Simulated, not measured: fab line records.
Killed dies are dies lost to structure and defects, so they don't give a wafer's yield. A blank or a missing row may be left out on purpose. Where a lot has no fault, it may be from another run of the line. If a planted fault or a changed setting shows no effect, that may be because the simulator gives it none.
Which tool is to blame? / flow berkeley_cmos170 / 7 lots with 21 wafers sampled at 3 steps, on a route of 331 steps

== WHAT THE GAUGES READ, wafer by wafer ==
UCB170_M2_CD_MEAS_90: the cd target is 700 nm.
lot=L737; measured=day 8 03:50; on=cd_sem-01; cd_nm (nm)=704 704 707
lot=L740; measured=day 8 04:22; on=cd_sem-01; cd_nm (nm)=704 697 696
lot=L741; measured=day 8 11:20; on=cd_sem-01; cd_nm (nm)=698 698 703
lot=L743; measured=day 9 08:29; on=cd_sem-02; cd_nm (nm)=721 720 724
lot=L746; measured=day 9 20:13; on=cd_sem-02; cd_nm (nm)=728 723 726
lot=L754; measured=day 11 19:46; on=cd_sem-02; cd_nm (nm)=707 707 706
lot=L756; measured=day 12 05:13; on=cd_sem-01; cd_nm (nm)=703 706 702

== WHAT TOOL EACH LOT RAN ON (gives the tool, then ch and the chambers of the sampled wafers, and finally the start) ==
lot=L737; UCB170_M2_METAL_ETCH_18=rie_metal-02 ch 0,1, day 8 03:33; UCB170_M2_STRIP_19=plasma_asher-04 ch 0,1, day 8 03:43
lot=L740; UCB170_M2_METAL_ETCH_18=rie_metal-02 ch 0,1, day 8 04:04; UCB170_M2_STRIP_19=plasma_asher-04 ch 0,1, day 8 04:16
lot=L741; UCB170_M2_METAL_ETCH_18=rie_metal-02 ch 0,1, day 8 11:04; UCB170_M2_STRIP_19=plasma_asher-01 ch 0,1, day 8 11:14
lot=L743; UCB170_M2_METAL_ETCH_18=rie_metal-02 ch 0,1, day 9 08:13; UCB170_M2_STRIP_19=plasma_asher-04 ch 0,1, day 9 08:22
lot=L746; UCB170_M2_METAL_ETCH_18=rie_metal-02 ch 1, day 9 19:47; UCB170_M2_STRIP_19=plasma_asher-02 ch 0,1, day 9 20:06
lot=L754; UCB170_M2_METAL_ETCH_18=rie_metal-04 ch 0,1, day 11 19:28; UCB170_M2_STRIP_19=plasma_asher-01 ch 1, day 11 19:39
lot=L756; UCB170_M2_METAL_ETCH_18=rie_metal-04 ch 0,1, day 12 04:54; UCB170_M2_STRIP_19=plasma_asher-04 ch 0,1, day 12 05:05
- UCB170_M2_METAL_ETCH_18: etches Al in Cl2/BCl3, stops on SiO2, target depth 1170 nm, time 195 s.
- UCB170_M2_STRIP_19: strips in O2.

== THE ANSWER, worked out from the rows above alone ==
Rule: what is usual is taken from the lots themselves. Put in order of their means at a reading, lots are off if they are a third of the lots or fewer, leave a main group of 4 or more, and stand apart from it by a gap of 3 or more times the standard deviation of the main group's means; of several such gaps the widest counts. A main group is skipped when, at the precision printed for the reading in the tables above, its means are all equal. A lot without any number at a reading at which 4 lots or more have one is off too. Where the step has rows for the other lots, those lots are counted as sound.
Off at UCB170_M2_CD_MEAS_90 (cd_nm): L743, L746. The main group: mean 703 nm, standard deviation 3.
If a tool, at a process step before that reading, ran all the lots that are off and no sound lot after the first of them, it fits. The gauges at UCB170_M2_CD_MEAS_90 are tried like those tools. One candidate fits, namely rie_metal-02 at UCB170_M2_METAL_ETCH_18. A fault onset in the window from L741 (day 8 11:04, its last sound lot) to L743 (day 9 08:13, its first lot off) fits.

== WHAT HAD BEEN PUT IN BY THE SIMULATOR ==
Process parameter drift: rie_metal-02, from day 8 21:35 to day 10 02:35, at UCB170_M2_METAL_ETCH_18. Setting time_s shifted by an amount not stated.
Shown lots that were struck: L743, L746. The rule given above showed the same thing.
